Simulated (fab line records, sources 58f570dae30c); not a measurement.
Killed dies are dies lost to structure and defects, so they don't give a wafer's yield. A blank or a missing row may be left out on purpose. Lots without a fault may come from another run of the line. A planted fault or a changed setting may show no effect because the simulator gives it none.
Which tool did it? | flow berkeley_cmos170 | 14 lots, 42 wafers sampled, at 6 steps of a route of 331

WHAT THE GAUGES READ, wafer by wafer
UCB170_PWELL_OVL_MEAS_13. Usual: PWELL_OVL -2 nm, standard deviation 4.8.
lot  | measured    | on         | PWELL_OVL (nm) | flag
L290 | day 3 11:55 | overlay-02 | -6 -8 -11      |
L292 | day 3 21:11 | overlay-02 | 2 -3 1         |
L293 | day 3 21:26 | overlay-01 | -3 -9 -3       |
L295 | day 4 11:43 | overlay-01 | 1 -5 -7        |
L299 | day 4 20:31 | overlay-02 | -1 3 -4        |
L300 | day 5 03:03 | overlay-02 | -2 3 1         |
L301 | day 5 10:12 | overlay-02 | 0 -4 -1        |
L306 | day 6 12:31 | overlay-01 | 2 2 4          |
L305 | day 6 12:42 | overlay-02 | 6 -1 -4        |
L307 | day 6 23:07 | overlay-01 | 3 -2 -3        |
L308 | day 7 03:50 | overlay-01 | 3 -8 -6        |
L309 | day 7 11:17 | overlay-01 | -9 -2 4        |
L311 | day 7 15:20 | overlay-02 | -5 -5 -4       |
L312 | day 8 00:56 | overlay-02 | -3 -4 -6       |

UCB170_PFIELD_OVL_MEAS_06. Usual: PFIELD_OVL -3 nm, standard deviation 4.8.
lot  | measured    | on         | PFIELD_OVL (nm) | flag
L290 | day 4 17:29 | overlay-02 | 0 -7 -5         |
L292 | day 5 06:41 | overlay-01 | 11 2 -1         |
L293 | day 5 04:53 | overlay-01 | -10 -8 -4       |
L295 | day 5 13:54 | overlay-02 | -1 5 -2         |
L299 | day 6 01:49 | overlay-02 | -2 -1 0         |
L300 | day 6 07:37 | overlay-01 | -9 -10 -10      |
L301 | day 6 22:17 | overlay-02 | 0 3 -2          |
L306 | day 7 17:47 | overlay-02 | -9 -4 0         |
L305 | day 7 18:34 | overlay-01 | -7 -1 1         |
L307 | day 8 05:06 | overlay-01 | -1 -1 -1        |
L308 | day 8 08:40 | overlay-02 | 1 -2 1          |
L309 | day 8 21:16 | overlay-02 | -6 -7 -4        |
L311 | day 8 21:10 | overlay-01 | -1 0 -8         |
L312 | day 9 05:12 | overlay-02 | -2 -3 0         |

UCB170_NLDD_TW_MEAS_11. Usual: NLDD_TW 2234, standard deviation 13.
lot  | measured     | on            | NLDD_TW        | flag
L290 | day 6 20:39  | film_metro-04 | 2253 2255 2251 |
L292 | day 7 13:44  | film_metro-04 | 2259 2245 2255 |
L293 | day 7 13:37  | film_metro-03 | 2225 2223 2219 |
L295 | day 7 14:02  | film_metro-03 | 2224 2219 2227 |
L299 | day 7 23:34  | film_metro-01 | 2252 2246 2249 |
L300 | day 8 11:56  | film_metro-04 | 2395 2400 2403 | OFF
L301 | day 8 18:55  | film_metro-01 | 2364 2357 2350 | OFF
L306 | day 9 12:18  | film_metro-03 | 2228 2221 2221 |
L305 | day 9 12:01  | film_metro-03 | 2222 2231 2222 |
L307 | day 10 02:06 | film_metro-03 | 2225 2235 2236 |
L308 | day 10 08:31 | film_metro-04 | 2250 2249 2241 |
L309 | day 10 15:30 | film_metro-04 | 2245 2249 2248 |
L311 | day 10 15:47 | film_metro-01 | 2233 2247 2234 |
L312 | day 11 03:16 | film_metro-01 | 2218 2218 2219 |

UCB170_SDANNEAL_RS_MEAS_05: measures by four-point-probe. Usual: NLDD_RS 615.7 ohm/sq, standard deviation 1.3.
lot  | measured     | on            | NLDD_RS (ohm/sq)  | flag
L290 | day 7 07:09  | film_metro-03 | 614.9 618.0 616.9 |
L292 | day 7 23:08  | film_metro-04 | 615.6 616.1 617.3 |
L293 | day 7 23:38  | film_metro-04 | 615.5 616.0 615.6 |
L295 | day 8 00:01  | film_metro-03 | 616.0 616.3 616.8 |
L299 | day 8 10:13  | film_metro-03 | 613.9 615.4 613.5 |
L300 | day 9 03:20  | film_metro-03 | 525.8 526.3 525.3 | OFF
L301 | day 9 08:35  | film_metro-01 | 526.8 526.5 526.4 | OFF
L306 | day 9 20:29  | film_metro-03 | 614.9 615.7 617.4 |
L305 | day 9 20:49  | film_metro-04 | 616.8 617.5 614.9 |
L307 | day 10 13:04 | film_metro-01 | 616.0 615.9 613.7 |
L308 | day 10 20:40 | film_metro-01 | 614.4 613.7 614.1 |
L309 | day 11 00:58 | film_metro-01 | 615.1 615.0 614.2 |
L311 | day 11 01:08 | film_metro-03 | 619.2 615.7 616.9 |
L312 | day 11 12:43 | film_metro-03 | 615.3 616.5 615.4 |

WHICH TOOL RAN EACH LOT (tool, then ch and the chambers of the sampled wafers, then the start)
lot  | UCB170_ACTIVE_ETCH_15             | UCB170_NLDD_IMPLANT_08
L290 | rie_diel-02 ch 0,3, day 4 13:09   | implanter-01 ch 0, day 6 20:16
L292 | rie_diel-02 ch 0,2,3, day 5 03:35 | implanter-02 ch 0, day 7 13:20
L293 | rie_diel-01 ch 0,1,2, day 5 03:21 | implanter-03 ch 0, day 7 13:13
L295 | rie_diel-02 ch 0,2,3, day 5 11:56 | implanter-02 ch 0, day 7 13:40
L299 | rie_diel-01 ch 1,2,3, day 6 00:04 | implanter-01 ch 0, day 7 23:10
L300 | rie_diel-01 ch 0,2,3, day 6 06:16 | implanter-01 ch 0, day 8 11:32
L301 | rie_diel-01 ch 0,2,3, day 6 20:36 | implanter-01 ch 0, day 8 18:31
L306 | rie_diel-01 ch 0,2,3, day 7 15:23 | implanter-03 ch 0, day 9 11:52
L305 | rie_diel-02 ch 2,3, day 7 15:37   | implanter-02 ch 0, day 9 11:37
L307 | rie_diel-01 ch 1,2, day 8 01:20   | implanter-02 ch 0, day 10 01:42
L308 | rie_diel-01 ch 1,2,3, day 8 05:02 | implanter-02 ch 0, day 10 08:07
L309 | rie_diel-01 ch 0,1,2, day 8 18:16 | implanter-02 ch 0, day 10 15:06
L311 | rie_diel-03 ch 0,2,3, day 8 17:47 | implanter-03 ch 0, day 10 15:23
L312 | rie_diel-01 ch 1,2,3, day 9 02:16 | implanter-02 ch 0, day 11 02:54
- UCB170_ACTIVE_ETCH_15: etches Si3N4 in CH3F/Ar/O2, stops on SiO2, target depth 242 nm, time 151 s.
- UCB170_NLDD_IMPLANT_08

WHAT THE TOOLS THEMSELVES READ (means of the sampled wafers that have a number; where no wafer has one, the mark that the record gives instead)
UCB170_ACTIVE_ETCH_15. Usual: drypump_motor_current_A 5.60 A, standard deviation 0.23; oes_product_au 0.950 a.u., standard deviation 0.014; rf_fwd_power_W 447.7 W, standard deviation 1.4; throttle_valve_pct 8.11 %, standard deviation 0.13.
lot  | tool        | drypump_motor_current_A (A) | oes_product_au (a.u.) | rf_fwd_power_W (W) | throttle_valve_pct (%) | flag
L290 | rie_diel-02 | 5.49                        | 0.947                 | 447.4              | 8.00                   |
L292 | rie_diel-02 | 5.48                        | 0.961                 | 448.8              | 8.07                   |
L293 | rie_diel-01 | 5.60                        | 0.948                 | 447.1              | 8.16                   |
L295 | rie_diel-02 | 5.49                        | 0.942                 | 449.5              | 8.04                   |
L299 | rie_diel-01 | 5.70                        | 0.941                 | 448.1              | 8.12                   |
L300 | rie_diel-01 | 5.68                        | 0.963                 | 446.9              | 8.21                   |
L301 | rie_diel-01 | 5.68                        | 0.939                 | 446.7              | 8.20                   |
L306 | rie_diel-01 | 5.68                        | 0.959                 | 447.0              | 8.20                   |
L305 | rie_diel-02 | 5.66                        | 0.948                 | 448.6              | 8.00                   |
L307 | rie_diel-01 | 5.60                        | 0.943                 | 445.2              | 8.08                   |
L308 | rie_diel-01 | 5.68                        | 0.939                 | 447.4              | 8.13                   |
L309 | rie_diel-01 | 5.63                        | 0.960                 | 446.4              | 8.16                   |
L311 | rie_diel-03 | 5.35                        | 0.944                 | 448.0              | 7.96                   |
L312 | rie_diel-01 | 5.66                        | 0.940                 | 446.1              | 8.14                   |

UCB170_NLDD_IMPLANT_08. Usual: dose_ions_cm2 5e+13, standard deviation 5.7e+10; faraday_current_uA 158, standard deviation 3.2; rotation_deg 0.002 degrees, standard deviation 0.021.
lot  | tool         | dose_ions_cm2 | faraday_current_uA | rotation_deg (degrees) | flag
L290 | implanter-01 | 5e+13         | 161                | -0.042                 |
L292 | implanter-02 | 5e+13         | 158                | -0.004                 |
L293 | implanter-03 | 5e+13         | 157                | -0.003                 |
L295 | implanter-02 | 5e+13         | 160                | -0.003                 |
L299 | implanter-01 | 5e+13         | 154                | -0.014                 |
L300 | implanter-01 | 8e+13         | 238                | -0.007                 | OFF
L301 | implanter-01 | 8e+13         | 243                | 0.004                  | OFF
L306 | implanter-03 | 5e+13         | 159                | -0.004                 |
L305 | implanter-02 | 5e+13         | 158                | 0.026                  |
L307 | implanter-02 | 5e+13         | 153                | -0.008                 |
L308 | implanter-02 | 5e+13         | 160                | -0.012                 |
L309 | implanter-02 | 5e+13         | 160                | 0.010                  |
L311 | implanter-03 | 5e+13         | 156                | 0.008                  |
L312 | implanter-02 | 5e+13         | 162                | 0.001                  |

THE ANSWER, worked out from the rows above alone
Rule: a lot is off if the mean of its wafers that have a number lies more than 3 standard deviations from the usual mean. A lot without any number at a reading at which 4 lots or more have one is off too. The other lots that the step has rows for count as sound. The gauges are gone through in route order, then the tools' own readings, and for those a lot's mean is taken as printed above. The first step at which some lot is off is used, and at that step the reading that is off furthest; a lot without a number counts as furthest.
Off: L300, L301, at UCB170_NLDD_TW_MEAS_11 (NLDD_TW).
A tool fits if, at a process step before that reading, it ran every lot that is off, and no sound lot after the first of them. The gauges at UCB170_NLDD_TW_MEAS_11 aren't tried: what is off there is off at UCB170_NLDD_IMPLANT_08 too, on other tools, and a gauge's error can't cause that. One fits: implanter-01 at UCB170_NLDD_IMPLANT_08. Its last sound lot is L299 (day 7 23:10), its first lot that is off L300 (day 8 11:32): a fault that began between those two fits.
The tool's own readings at UCB170_NLDD_IMPLANT_08 bear it out: on the lots that are off they differ by more than 5 times the standard deviation of the sound lots' means. dose_ions_cm2 reads 8e+13 there against 5e+13 on the sound lots; faraday_current_uA reads 240 there against 158 on the sound lots.

WHAT THE SIMULATOR HAD PUT IN
Process parameter drift: implanter-01, from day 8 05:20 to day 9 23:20, at UCB170_NLDD_IMPLANT_08. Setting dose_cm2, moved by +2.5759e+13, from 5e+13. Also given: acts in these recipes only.
Lots struck among those shown: L300, L301. The rule above found the same.
